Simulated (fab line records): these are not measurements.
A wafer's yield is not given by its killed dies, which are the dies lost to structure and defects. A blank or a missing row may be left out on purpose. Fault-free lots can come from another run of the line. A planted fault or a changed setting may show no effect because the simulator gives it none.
Comparing a struck lot with a sound one / flow rit-cmos / 44 steps out of a route of 202
Sound: wafers L538.3, L538.4, L538.6. Struck: wafers L554.1, L554.3, L554.6. The cause comes at the end.
At each step with rows: each side's tool, then ch and its chambers, then its first start. Under that, the readings that differ: sound wafers / struck wafers / difference of the means / sigmas: that difference in standard deviations of wafers without a fault.
alike: words and numbers the same on both sides, and readings whose means are apart by under 2 such deviations; not compared: readings that were withheld, readings missing a value for some wafer, numbers with overlapping values and no deviation given by the record, and bounds like >300 which may hide the same value.
Wherever a step has rows on one side only, a row that says differs or no value, or a row with sigmas, the two part there. Numbers that have no deviation but don't overlap get no sigmas and don't part them. Lack of a reading on every wafer of one side parts them only where that side has two or more wafers.

first, 4 steps without rows for these wafers: RIT_PLDD_SOFTBAKE_02 (time 60 s); RIT_PLDD_EXPOSE_03 (exposes mask M8, target cd 40900 nm); RIT_PLDD_PEB_04; RIT_PLDD_DEVELOP_05 (develop time 50 s).
RIT_PLDD_OVL_MEAS_06:
  sound on overlay-01, day 3 06:30; struck on overlay-02, day 6 13:34
  alike: PLDD_OVL
then, 2 steps without rows for these wafers: RIT_PLDD_HARDBAKE_07 (time 60 s); RIT_PLDD_IMPLANT_08.
RIT_PLDD_STRIP_09: strips in O2, time 180 s.
  sound on plasma-asher-01 ch 0,1, day 3 06:53; struck on plasma-asher-02 ch 0,1, day 6 13:55
reading=drypump-motor-current-A (A); sound=5.77 6.17 6.20; struck=5.52 5.54 5.62; difference=-0.49; sigmas=-2
  not compared: rf-hours-counter-h
RIT_PLDD_TW_MEAS_10:
  sound on film-metro-04, day 3 07:01; struck on film-metro-03, day 6 14:05
  alike: PLDD_TW
then, 3 steps without rows for these wafers: RIT_SPACER_CLEAN_00 (cleans in SC1, time 600 s); RIT_SPACER_CLEAN_01 (cleans in dHF, time 30 s); RIT_SPACER_CLEAN_02 (cleans in SC2, time 600 s).
RIT_SPACER_CVD_03: deposits Si3N4 from SiH2Cl2/NH3, target thk 250 nm, time 3300 s.
  sound on lpcvd-02 ch 0, day 3 07:26; struck on lpcvd-02 ch 0, day 6 14:31
reading=sih2cl2-flow-sccm (sccm); sound=60.07 60.11 59.81; struck=72.44 72.03 72.14; difference=+12.21; sigmas=+68
reading=model.Si3N4_of_SPACER_CVD_03.thk-nm (nm); sound=251.4 251.1 251.8; struck=267.1 266.3 266.7; difference=+15.3; sigmas=
  alike: nh3-flow-sccm, zone-power-load-pct
RIT_SPACER_THK_MEAS_04:
  sound on film-metro-01, day 3 09:22; struck on film-metro-04, day 6 16:26
reading=SPACER_NITRIDE_THK (nm); sound=251.3 251.2 251.7; struck=267.0 266.1 266.9; difference=+15.3; sigmas=+8
RIT_SPACER_ETCHBACK_05: etches Si3N4 in SF6/CHF3, stops on SiO2, target depth 250 nm, time 230.9 s.
  sound on rie-diel-02 ch 1,3, day 3 09:24; struck on rie-diel-03 ch 1,3, day 6 16:29
reading=model.etch.depth-nm (nm); sound=251.4 251.1 251.8; struck=267.1 266.3 266.7; difference=+15.3; sigmas=
  alike: drypump-motor-current-A, oes-product-au, throttle-valve-pct
  not compared: rf-hours-counter-h
then, 6 steps without rows for these wafers: RIT_NSD_HMDS_00 (prime time 60 s); RIT_NSD_COAT_01 (resist thk 1000 nm); RIT_NSD_SOFTBAKE_02 (time 60 s); RIT_NSD_EXPOSE_03 (exposes mask M9, target cd 40700 nm); RIT_NSD_PEB_04; RIT_NSD_DEVELOP_05 (develop time 50 s).
RIT_NSD_OVL_MEAS_06:
  sound on overlay-02, day 3 10:26; struck on overlay-01, day 6 17:37
  alike: NSD_OVL
then, 2 steps without rows for these wafers: RIT_NSD_HARDBAKE_07 (time 60 s); RIT_NSD_IMPLANT_08.
RIT_NSD_STRIP_09: strips in O2, time 180 s.
  sound on plasma-asher-01 ch 0,1, day 3 10:49; struck on plasma-asher-01 ch 0,1, day 6 17:57
  alike: drypump-motor-current-A
  not compared: rf-hours-counter-h
RIT_NSD_TW_MEAS_10:
  sound on film-metro-04, day 3 10:57; struck on film-metro-04, day 6 18:07
reading=NSD_TW; sound=3121 3107 3085; struck=3077 3074 3061; difference=-34; sigmas=-2
then, 6 steps without rows for these wafers: RIT_PSD_HMDS_00 (prime time 60 s); RIT_PSD_COAT_01 (resist thk 1000 nm); RIT_PSD_SOFTBAKE_02 (time 60 s); RIT_PSD_EXPOSE_03 (exposes mask M10, target cd 40900 nm); RIT_PSD_PEB_04; RIT_PSD_DEVELOP_05 (develop time 50 s).
RIT_PSD_OVL_MEAS_06:
  sound on overlay-02, day 3 11:59; struck on overlay-02, day 6 19:02
reading=PSD_OVL (nm); sound=-1.7 -1.4 -2.2; struck=0.8 0.4 0.9; difference=+2.5; sigmas=+2
then, 2 steps without rows for these wafers: RIT_PSD_HARDBAKE_07 (time 60 s); RIT_PSD_IMPLANT_08.
RIT_PSD_STRIP_09: strips in O2, time 180 s.
  sound on plasma-asher-02 ch 0,1, day 3 12:22; struck on plasma-asher-04 ch 0,1, day 6 19:22
  alike: drypump-motor-current-A
  not compared: rf-hours-counter-h
RIT_PSD_TW_MEAS_10:
  sound on film-metro-04, day 3 12:30; struck on film-metro-02, day 6 19:32
  alike: PSD_TW
then, 3 steps without rows for these wafers: RIT_SDANNEAL_CLEAN_00 (cleans in SC1, time 600 s); RIT_SDANNEAL_CLEAN_01 (cleans in dHF, time 30 s); RIT_SDANNEAL_CLEAN_02 (cleans in SC2, time 600 s).
RIT_SDANNEAL_RTA_03: time 5 s.
  sound on rtp-anneal-01 ch 0, day 3 12:56; struck on rtp-anneal-01 ch 0, day 6 19:58
  alike: chamber-o2-ppm, wafer_temp_C_max
RIT_SDANNEAL_RS_MEAS_04: measures by four-point-probe.
  sound on film-metro-03, day 3 13:01; struck on film-metro-02, day 6 20:02
reading=PSD_RS (ohm/sq); sound=115.2 115.3 115.4; struck=116.5 116.6 116.8; difference=+1.3; sigmas=+4
RIT_SILICIDE_WET_ETCH_00: etches SiO2 in BOE, target depth 14 nm, time 15 s.
  sound on wet-bench-03 ch 1, day 3 13:28; struck on wet-bench-04 ch 1, day 6 20:31
reading=model.Si3N4_of_SPACER_CVD_03.thk-nm (nm); sound=198.9 197.8 198.6; struck=210.2 208.8 209.4; difference=+11.0; sigmas=
RIT_M1_PROBE_99:
  sound on prober-01, day 3 20:38; struck on prober-02, day 7 03:52
reading=model.etest.pplus-sal.width-nm (nm); sound=3424 3447 3428; struck=3394 3420 3394; difference=-30; sigmas=
reading=model.etest.nplus-sal.width-nm (nm); sound=3428 3461 3432; struck=3387 3417 3403; difference=-38; sigmas=
reading=model.etest.nmos_0p15.tox-inv-nm (nm); sound=4.356 4.318 4.335; struck=4.473 4.406 4.389; difference=+0.086; sigmas=
reading=model.etest.diode-nplus-comb.cj-ff-um2; sound=2.605 2.629 2.613; struck=2.52 2.578 2.547; difference=-0.07; sigmas=
  alike: killed-at-contacts, killed-at-front-end, killed-dies, killed-open, killed-short
  not compared: model.etest.pwell-pinched.rs-ohm-sq, model.etest.nwell-pinched.rs-ohm-sq, model.etest.contact-nplus.end-ohm-um, model.etest.diode-pplus-nwell.bv-v

== WHERE THEY PART ==
Last at RIT_SDANNEAL_RS_MEAS_04 as far as this record goes, first at RIT_PLDD_STRIP_09. Later steps at which nothing parts them and some readings are alike: RIT_M1_PROBE_99.

WHY: what the simulator had put in
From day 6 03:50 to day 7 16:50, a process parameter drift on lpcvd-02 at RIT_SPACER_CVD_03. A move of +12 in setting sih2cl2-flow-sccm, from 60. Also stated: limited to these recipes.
